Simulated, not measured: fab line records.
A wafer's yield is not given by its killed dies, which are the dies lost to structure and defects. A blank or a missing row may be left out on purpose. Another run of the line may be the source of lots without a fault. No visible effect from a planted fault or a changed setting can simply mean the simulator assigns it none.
The tool behind it: which one? ; flow berkeleyCmos170 ; 45 wafers from 15 lots sampled at 4 of the route's 331 steps

## WHAT THE GAUGES READ, wafer by wafer
UCB170_GATE_THK_MEAS_05. Usual: for GATE_POLY_THK the level is 213.9 nm and the standard deviation is 2.1.
lot;measured;on;GATE_POLY_THK (nm);flag
L692;day 7 06:27;filmMetro-02;211.4 213.4 212.6;
L694;day 7 17:53;filmMetro-04;210.5 210.7 210.9;
L693;day 7 17:53;filmMetro-03;212.6 211.8 211.6;
L695;day 7 17:54;filmMetro-02;218.5 215.2 216.1;
L696;day 8 07:30;filmMetro-02;211.3 212.2 213.1;
L697;day 8 07:30;filmMetro-03;213.6 215.4 215.3;
L698;day 8 07:31;filmMetro-04;214.4 213.0 216.0;
L699;day 8 07:34;filmMetro-02;216.8 215.8 215.1;
L701;day 9 04:19;filmMetro-03;214.2 214.5 213.4;
L703;day 9 04:31;filmMetro-03;212.5 212.8 212.1;
L702;day 9 04:22;filmMetro-03;215.5 214.7 213.9;
L700;day 9 04:26;filmMetro-03;218.4 216.6 216.6;
L704;day 9 04:25;filmMetro-04;215.4 215.5 215.7;
L712;day 11 08:37;filmMetro-03;216.2 215.0 214.2;
L715;day 11 19:17;filmMetro-02;215.2 213.9 213.9;

UCB170_PLDD_OVL_MEAS_07. Usual: for PLDD_OVL the level is 0 nm and the standard deviation is 5.
lot;measured;on;PLDD_OVL (nm);flag
L692;day 7 10:48;overlay-02;6 4 2;
L694;day 7 21:54;overlay-02;0 -1 -7;
L693;day 7 21:21;overlay-02;1 0 2;
L695;day 7 21:55;overlay-01;10 0 -4;
L696;day 8 13:10;overlay-01;-3 -3 0;
L697;day 8 13:43;overlay-01;2 -6 -1;
L698;day 8 13:27;overlay-02;-1 2 0;
L699;day 8 13:45;overlay-02;2 -4 -5;
L701;day 9 09:02;overlay-02;-4 -4 -7;
L704;day 9 09:28;overlay-02;2 0 0;
L712;day 11 12:20;overlay-01;-3 4 -5;
L715;day 11 23:38;overlay-02;-7 -5 -6;

## EACH LOT AND THE TOOL THAT RAN IT (in order: tool; ch and the chambers of the sampled wafers; start)
lot;UCB170_NVT_STRIP_08;UCB170_GATE_ETCH_15
L692;plasmaAsher-01 ch 0,1, day 6 14:37;rieSi-01 ch 1,2, day 7 09:05
L694;plasmaAsher-01 ch 1, day 7 03:18;rieSi-01 ch 0,2, day 7 19:51
L693;plasmaAsher-03 ch 0,1, day 7 03:38;rieSi-02 ch 1,2, day 7 19:40
L695;plasmaAsher-04 ch 0, day 7 03:41;rieSi-02 ch 1,2, day 7 19:56
L696;plasmaAsher-01 ch 0,1, day 7 12:45;rieSi-01 ch 2,3, day 8 08:35
L697;plasmaAsher-03 ch 0,1, day 7 13:02;rieSi-01 ch 0,1,2, day 8 09:12
L698;plasmaAsher-03 ch 0,1, day 7 20:27;rieSi-02 ch 0,1,3, day 8 08:55
L699;plasmaAsher-01 ch 0, day 7 20:40;rieSi-02 ch 0,2,3, day 8 09:45
L701;plasmaAsher-04 ch 0,1, day 8 13:53;rieSi-01 ch 1,2,3, day 9 06:38
L703;plasmaAsher-03 ch 0,1, day 8 14:07;rieSi-02 ch 1,2, day 9 07:11
L702;plasmaAsher-04 ch 0,1, day 8 14:12;rieSi-02 ch 0,2,3, day 9 06:45
L700;plasmaAsher-03 ch 0,1, day 8 14:22;rieSi-02 ch 0,1,3, day 9 06:57
L704;plasmaAsher-01 ch 0,1, day 8 14:43;rieSi-01 ch 0,1,3, day 9 06:55
L712;plasmaAsher-03 ch 0,1, day 10 11:58;rieSi-01 ch 0,3, day 11 10:00
L715;plasmaAsher-03 ch 0,1, day 11 07:10;rieSi-01 ch 0,1,2, day 11 21:27
- UCB170_NVT_STRIP_08: strips in O2.
- UCB170_GATE_ETCH_15: etches poly-Si in HBr/Cl2, stops on SiO2, time 56.3 s, target depth 278.2 nm.

## WHAT THE TOOLS THEMSELVES READ (means of the sampled wafers that have a number; where no wafer has one, the mark that the record gives instead)
UCB170_NVT_STRIP_08. Usual: drypumpMotorCurrentA 5.56 A, standard deviation 0.3; oesProductAu 0.735 a.u., standard deviation 0.0045; stripTimeToEndpointS 21.59 s, standard deviation 0.06.
lot;tool;drypumpMotorCurrentA (A);oesProductAu (a.u.);stripTimeToEndpointS (s);flag
L692;plasmaAsher-01;5.31;0.733;21.59;
L694;plasmaAsher-01;5.83;0.737;21.61;
L693;plasmaAsher-03;5.59;0.736;21.60;
L695;plasmaAsher-04;5.30;0.737;21.49;
L696;plasmaAsher-01;5.32;0.733;21.60;
L697;plasmaAsher-03;5.61;0.738;21.62;
L698;plasmaAsher-03;5.60;0.733;21.53;
L699;plasmaAsher-01;5.05;0.736;21.63;
L701;plasmaAsher-04;5.51;0.733;21.51;
L703;plasmaAsher-03;5.59;0.737;21.56;
L702;plasmaAsher-04;5.54;0.734;21.60;
L700;plasmaAsher-03;5.60;0.737;21.60;
L704;plasmaAsher-01;5.30;0.739;21.59;
L712;plasmaAsher-03;5.61;0.734;21.54;
L715;plasmaAsher-03;5.60;0.736;21.65;

UCB170_GATE_ETCH_15. Usual: drypumpMotorCurrentA 5.6 A, standard deviation 0.48; oesProductAu 0.827 a.u., standard deviation 0.015; runLengthS 84.6 s, standard deviation 0.53; throttleValvePct 26.49 %, standard deviation 0.26.
lot;tool;drypumpMotorCurrentA (A);oesProductAu (a.u.);runLengthS (s);throttleValvePct (%);flag
L692;rieSi-01;6.2;0.825;84.1;26.24;
L694;rieSi-01;6.0;0.814;84.6;26.23;
L693;rieSi-02;5.8;0.825;85.0;26.42;
L695;rieSi-02;5.8;0.842;85.1;26.44;
L696;rieSi-01;5.2;0.839;84.0;26.69;
L697;rieSi-01;5.8;0.822;84.5;26.21;
L698;rieSi-02;5.8;0.825;84.9;26.68;
L699;rieSi-02;5.8;0.839;84.7;26.55;
L701;rieSi-01;5.6;0.833;84.1;26.47;
L703;rieSi-02;5.9;0.994;62.5;26.56;OFF
L702;rieSi-02;5.8;1.002;62.1;26.56;OFF
L700;rieSi-02;5.8;1.006;62.3;26.68;OFF
L704;rieSi-01;5.2;0.829;84.4;26.44;
L712;rieSi-01;5.0;0.821;84.5;26.42;
L715;rieSi-01;5.8;0.816;84.6;26.22;

## THE ANSWER, worked out from the rows above alone
Rule: a lot is off if the mean of its wafers that have a number lies more than 3 standard deviations from the usual mean. Also off: a lot with no number at a reading for which 4 or more lots have one. All remaining lots with rows at the step are treated as sound. First the gauges in route order, then the tools' own readings, where a lot's mean is used as printed above. The first step at which some lot is off is used, and at that step the reading that is off furthest; a lot without a number counts as furthest.
Off, at UCB170_GATE_ETCH_15 on runLengthS: L703, L702, L700.
If a tool, at that step or one of the process steps before it, ran each lot that is off and ran no sound lot following the first of them, it fits. One fits: rieSi-02 at UCB170_GATE_ETCH_15. A fault onset in the window from L699 (day 8 09:45, its last sound lot) to L702 (day 9 06:45, its first lot off) fits.
The tool's own readings at UCB170_GATE_ETCH_15 bear it out: on the lots that are off they differ by more than 5 times the standard deviation of the sound lots' means. oesProductAu reads 1.001 a.u. there against 0.827 a.u. on the sound lots; runLengthS reads 62.3 s there against 84.5 s on the sound lots.

## WHAT THE SIMULATOR HAD PUT IN
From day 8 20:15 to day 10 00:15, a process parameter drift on rieSi-02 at UCB170_GATE_ETCH_15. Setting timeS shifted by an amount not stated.
Struck lots among those shown: L702, L700, L703. Same finding as the rule above.
